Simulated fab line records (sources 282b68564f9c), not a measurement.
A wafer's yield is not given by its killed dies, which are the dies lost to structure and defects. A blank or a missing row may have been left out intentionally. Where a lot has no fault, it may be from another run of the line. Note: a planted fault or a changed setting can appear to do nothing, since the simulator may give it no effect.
The same fault as seen by 2 desks / flow rit-cmos / what lay behind the numbers comes last; until then each desk has only its own

== FROM THE METROLOGY DESK ==
What the gauges read, lot by lot, whatever tool the lot ran on: means of the sampled wafers that have a number. A lot is out of limits, marked OUT, if its mean lies more than 4 standard deviations from the usual mean; the brackets give that distance.
Columns: A = REOX_OXIDE_THK at RIT_REOX_THK_MEAS_04, usual 25.2 nm; B = NLDD_OVL at RIT_NLDD_OVL_MEAS_06, usual -0.2 nm; C = NLDD_TW at RIT_NLDD_TW_MEAS_10, usual 2484; D = PLDD_OVL at RIT_PLDD_OVL_MEAS_06, usual 0.0 nm; E = PLDD_TW at RIT_PLDD_TW_MEAS_10, usual 2339; F = SPACER_NITRIDE_THK at RIT_SPACER_THK_MEAS_04, usual 250.5 nm; G = NSD_OVL at RIT_NSD_OVL_MEAS_06, usual 0.0 nm
lot=L497; first seen here=day 3 19:06; A=24.7; B=-0.2; C=2503; D=-0.9; E=2348; F=248.7; G=-0.4
lot=L500; first seen here=day 4 05:08; A=25.6; B=-2.1; C=2473; D=-1.5; E=2319; F=250.4; G=-1.1
lot=L502; first seen here=day 4 12:41; A=25.6; B=-1.9; C=2465; D=-0.3; E=2320; F=251.2; G=-0.4
lot=L505; first seen here=day 4 19:34; A=26.0; B=-0.1; C=2472; D=1.0; E=2337; F=248.7; G=0.3
lot=L508; first seen here=day 5 10:39; A=24.5; B=-0.7; C=2489; D=0.8; E=2345; F=248.3; G=-0.3
lot=L515; first seen here=day 6 22:37; A=25.2; B=-0.6; C=2491; D=-2.8; E=2344; F=249.2; G=-1.7
lot=L517; first seen here=day 7 11:56; A=25.1; B=0.4; C=2476; D=0.7; E=2336; F=248.5; G=2.1
Result from this desk: across the 7 lots, nothing is out of limits.

== AT THE TOOL OWNER'S DESK: implanter-02 ==
RIT_NLDD_IMPLANT_08, tool's own readings: per-lot mean of the sampled wafers with a number, covering each lot this tool ran. A lot is out of limits, marked OUT, if its mean lies more than 4 standard deviations from the usual mean; the brackets give that distance.
Columns: A = beam-energy-keV at RIT_NLDD_IMPLANT_08, usual 19.999
lot=L497; first seen here=day 3 20:44; A=20.005
lot=L500; first seen here=day 4 06:39; A=20.006
lot=L502; first seen here=day 4 13:54; A=20.007
lot=L505; first seen here=day 4 20:50; A=19.989
Result from this desk: across the 4 lots, nothing is out of limits.

== ALL TOGETHER ==
Metrology desk: nothing out of limits seen.
The desk of the tool owner found nothing out of limits.

== WHAT THE SIMULATOR HAD INSERTED ==
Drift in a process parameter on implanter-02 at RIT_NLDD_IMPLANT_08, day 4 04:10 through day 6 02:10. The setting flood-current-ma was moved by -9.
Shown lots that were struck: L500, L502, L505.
